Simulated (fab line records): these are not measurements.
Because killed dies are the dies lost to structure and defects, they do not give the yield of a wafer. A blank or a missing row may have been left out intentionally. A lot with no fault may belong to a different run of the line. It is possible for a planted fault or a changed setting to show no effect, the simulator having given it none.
Which tool did it? -- flow rit cmos -- 24 wafers from 8 lots sampled at 2 of the route's 202 steps

== WHAT EACH GAUGE READ, for each wafer ==
RIT_PRETRO_OVL_MEAS_06.
lot,measured,on,PRETRO_OVL (nm)
L585,day 2 13:55,overlay-02,0.2 -0.2 -1.0
L589,day 3 09:47,overlay-01,-0.6 1.6 0.2
L591,day 3 18:31,overlay-01,1.3 1.2 -0.3
L593,day 4 04:53,overlay-01,-0.2 -0.3 1.6
L595,day 4 14:04,overlay-02,0.2 -1.3 0.1
L599,day 5 09:49,overlay-02,-150.7 -150.9 -150.1
L603,day 6 09:29,overlay-02,-151.2 -149.1 -151.9
L605,day 6 21:25,overlay-01,0.4 1.4 -0.3

== WHICH TOOL RAN EACH LOT (tool, then ch and the chambers of the sampled wafers, then the start) ==
lot,RIT_PRETRO_EXPOSE_03
L585,"iline stepper-02 ch 0, day 2 13:29"
L589,"iline stepper-01 ch 0, day 3 09:22"
L591,"iline stepper-02 ch 0, day 3 18:05"
L593,"iline stepper-01 ch 0, day 4 04:29"
L595,"iline stepper-02 ch 0, day 4 13:39"
L599,"iline stepper-02 ch 0, day 5 09:23"
L603,"iline stepper-02 ch 0, day 6 09:05"
L605,"iline stepper-01 ch 0, day 6 20:55"
- RIT_PRETRO_EXPOSE_03: exposes mask M5, target cd 43700 nm.

== THE ANSWER, worked out from the rows above alone ==
Rule: the lots themselves supply what counts as usual. The widest of any qualifying gaps counts: lots, ordered by their means at a reading, are off when they make up no more than a third of the lots, leave a main group of 4 or more, and stand apart from it by 3 or more times the standard deviation of that group's means. The tables above print the reading to a certain number of digits; a main group whose means all agree to those digits is not used. Also off: a lot with no number at a reading for which 4 or more lots have one. All remaining lots with rows at the step are treated as sound.
Off: at RIT_PRETRO_OVL_MEAS_06 (PRETRO_OVL), L599, L603. The main group: mean 0.2 nm, standard deviation 0.41.
A tool fits if, at a process step before that reading, it ran every lot that is off, and no sound lot after the first of them. Gauges at RIT_PRETRO_OVL_MEAS_06: tried the same way as those tools. 2 tools fit, iline stepper-02 at RIT_PRETRO_EXPOSE_03 and overlay-02 at RIT_PRETRO_OVL_MEAS_06, so this cannot tell which one it is.

== WHAT THE SIMULATOR HAD INSERTED ==
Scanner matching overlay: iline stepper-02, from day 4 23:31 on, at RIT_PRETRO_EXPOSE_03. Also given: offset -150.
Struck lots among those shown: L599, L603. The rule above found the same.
